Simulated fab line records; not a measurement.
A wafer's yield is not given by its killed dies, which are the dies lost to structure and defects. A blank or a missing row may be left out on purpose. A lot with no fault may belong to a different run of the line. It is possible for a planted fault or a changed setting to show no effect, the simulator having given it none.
2 desks looking at one fault / flow berkeley_cmos170 / what lay behind the numbers comes last; until then each desk has only its own

## METROLOGY DESK
What the gauges read for every lot (on any tool): the sampled wafers with a number, averaged. A lot is out of limits, marked OUT, if its mean lies more than 4 standard deviations from the usual mean; the brackets give that distance.
Columns: A = cd_nm at UCB170_NLDD_CD_MEAS_06, usual 1200.0 nm; B = NLDD_TW at UCB170_NLDD_TW_MEAS_11, usual 2207; C = SPACER_TEOS_THK at UCB170_SPACER_THK_MEAS_01, usual 376 nm; D = PSD_TW at UCB170_PSD_TW_MEAS_10, usual 2316; E = PSD_RS at UCB170_SDANNEAL_RS_MEAS_02, usual 75.5 ohm/sq
lot=L667; first seen here=day 6 09:25; A=1198.6; B=2242; C=373; D=2346; E=75.8
lot=L668; first seen here=day 6 09:40; A=1198.1; B=2227; C=373; D=2307; E=75.8
lot=L669; first seen here=day 6 10:07; A=1202.1; B=2199; C=382; D=2318; E=75.1
lot=L671; first seen here=day 7 03:18; A=1199.6; B=2214; C=368; D=2329; E=75.4
lot=L674; first seen here=day 7 10:22; A=1200.0; B=2190; C=370; D=2326; E=75.6
lot=L675; first seen here=day 8 03:32; A=1200.5; B=2201; C=379; D=2325; E=75.8
lot=L678; first seen here=day 8 09:58; A=1202.0; B=2195; C=380; D=2305; E=75.7
lot=L682; first seen here=day 9 10:05; A=1201.9; B=2222; C=375; D=2348; E=75.5
lot=L681; first seen here=day 9 10:32; A=1199.1; B=2196; C=379; D=2305; E=75.6
lot=L686; first seen here=day 10 00:15; A=1199.7; B=2202; C=373; D=1915 (-27) OUT; E=114.7 (+99 or more) OUT
lot=L685; first seen here=day 10 00:23; A=1200.7; B=2187; C=375; D=2332; E=75.3
lot=L689; first seen here=day 10 15:29; A=1199.5; B=2224; C=386; D=2292; E=75.9
lot=L687; first seen here=day 10 15:56; A=1203.1; B=2217; C=375; D=1913 (-27) OUT; E=114.7 (+99 or more) OUT
lot=L688; first seen here=day 10 16:11; A=1196.8; B=2219; C=374; D=1939 (-25) OUT; E=113.1 (+99 or more) OUT
lot=L690; first seen here=day 10 22:02; A=1200.8; B=2209; C=373; D=2314; E=75.3
Finding of this desk: L686, L687, L688 out of limits, first seen on L686 at day 10 07:04 (PSD_TW at UCB170_PSD_TW_MEAS_10). L667, L668, L669, L671, L674, L675, L678, L682, L681, L685, L689, L690 stayed within limits.

## TOOL OWNER'S DESK, implanter-01
For each lot that ran on this tool, the mean over its sampled wafers that have a number, from the tool's own readings at UCB170_PSD_IMPLANT_08. A lot is out of limits, marked OUT, if its mean lies more than 4 standard deviations from the usual mean; the brackets give that distance.
Columns: A = dose_ions_cm2 at UCB170_PSD_IMPLANT_08, usual 3.001e+15; B = end_station_pressure_torr at UCB170_PSD_IMPLANT_08, usual 1.26e-05 Torr; C = faraday_current_uA at UCB170_PSD_IMPLANT_08, usual 9266
lot=L669; first seen here=day 6 16:56; A=3.004e+15; B=1.28e-05; C=9222
lot=L674; first seen here=day 7 17:08; A=2.996e+15; B=1.17e-05; C=9392
lot=L682; first seen here=day 9 17:12; A=3.000e+15; B=1.25e-05; C=9277
lot=L686; first seen here=day 10 06:49; A=1.650e+15 (-99 or more) OUT; B=9.57e-06 (-4.9) OUT; C=5203 (-21) OUT
lot=L687; first seen here=day 10 22:23; A=1.652e+15 (-99 or more) OUT; B=9.00e-06 (-5.8) OUT; C=5070 (-22) OUT
lot=L688; first seen here=day 10 22:34; A=1.653e+15 (-99 or more) OUT; B=9.10e-06 (-5.6) OUT; C=5126 (-22) OUT
This desk's finding: out of limits on L686, L687, L688; first on L686, day 10 06:49 (dose_ions_cm2 at UCB170_PSD_IMPLANT_08). L669, L674, L682 stayed within limits.

## PUT TOGETHER
An alarm could have come from the tool owner's desk at day 10 06:49, on L686, L687, L688.
At day 10 07:04 the metrology desk could have sounded an alarm, on L686, L687, L688.
The lots listed all ran UCB170_PSD_IMPLANT_08 on implanter-01.

## WHAT THE SIMULATOR HAD INSERTED
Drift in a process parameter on implanter-01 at UCB170_PSD_IMPLANT_08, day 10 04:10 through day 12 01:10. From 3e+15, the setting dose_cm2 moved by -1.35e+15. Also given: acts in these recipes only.
Lots struck among those shown: L686, L687, L688.
Hours from the fault's start to each desk's first reading out of limits: the tool owner's desk, 3; the metrology desk, 3.
